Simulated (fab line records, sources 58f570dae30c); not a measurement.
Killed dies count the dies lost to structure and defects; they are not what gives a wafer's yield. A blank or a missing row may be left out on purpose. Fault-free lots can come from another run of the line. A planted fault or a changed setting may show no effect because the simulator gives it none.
8D (eight disciplines) problem report, filled in by code    flow berkeley-cmos170    the parts of the form that need people (team, actions taken, sign-off) are left out

== 1. WHAT WENT WRONG ==
Wafers without a fault read 56.80 W, standard deviation 0.051; heater-power-total-W at UCB170_BACKSIDE_SOFTBAKE_02 reads a mean of 53.26 W on 6 wafers belonging to 2 lots. That puts it -69 standard deviations away from the usual mean.
The step: time 60 s.
Seen first at day 10 18:13 on litho-track-03, wafer L846.2. Wafers with a number at this step in the record: 42, from 14 lots. By rule, "out" or "out of limits" means more than 4 standard deviations away from the usual mean. All remaining wafers that have a number are taken as sound.

== 2. WHAT IT IS, AND WHAT IT ISN'T ==
question                     is                                  is not
which readings at this step  heater-power-total-W, plate-temp-C  -
which lots                   L846, L850                          L829, L830, L832, L833, L834, L835, L836, L837, L839, L841, L843, L847
which wafers of those lots   all that have a number              -
read on which tools          litho-track-03                      litho-track-01, litho-track-02
when                         from day 10 18:13                   up to then (36 sound wafers)

== 3. THE SUSPECTS, EACH WITH WHAT RULES IT OUT ==
Counting: a tool stays on the suspect list if, at a process step up to the reading, it processed all lots that are out and no sound lot following the first of them.
- litho-track-03 at UCB170_BACKSIDE_SOFTBAKE_02 (time 60 s): kept. All lots that are out passed through it, beginning with L846 at day 10 18:13, and no sound lot followed; its final sound lot before that point was L847 at day 10 17:46. On those wafers its own readings are out: heater-power-total-W, plate-temp-C.
Left after counting: litho-track-03 at UCB170_BACKSIDE_SOFTBAKE_02.

== 4. THE CAUSE (what the simulator had put in) ==
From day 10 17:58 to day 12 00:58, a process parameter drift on litho-track-03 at UCB170_BACKSIDE_SOFTBAKE_02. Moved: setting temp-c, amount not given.
After counting, this tool was the only one left.

== 5. SEQUENCE OF EFFECTS, ordered by route ==
Each row: a reading whose mean over the struck wafers that have a number lies more than 3 standard deviations from the usual. Only readings whose record carries a usual standard deviation are examined. hours: median over the lots of the time between each lot's start at the first step of this table that gives one and its start at this step. sigmas: the change, counted in usual standard deviations.
hours  step                         reading               usual     on struck wafers  change  sigmas
0      UCB170_BACKSIDE_SOFTBAKE_02  heater-power-total-W  56.80 W   53.26             -3.54   -69
0      UCB170_BACKSIDE_SOFTBAKE_02  plate-temp-C          130.02 C  123.88            -6.14   -47
It contains these process steps:
- UCB170_BACKSIDE_SOFTBAKE_02: time 60 s.
Later measuring or inspecting steps at which every struck wafer that the step has a row for has a number for every such reading, and none has moved that far: UCB170_M1_RS_MEAS_01, UCB170_M1_THK_MEAS_02.

== 6. HOW IT WOULD HAVE BEEN CAUGHT EARLIER ==
In this record no reading fell out of limits until day 10 18:13, 0 hours after the fault had begun at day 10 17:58.
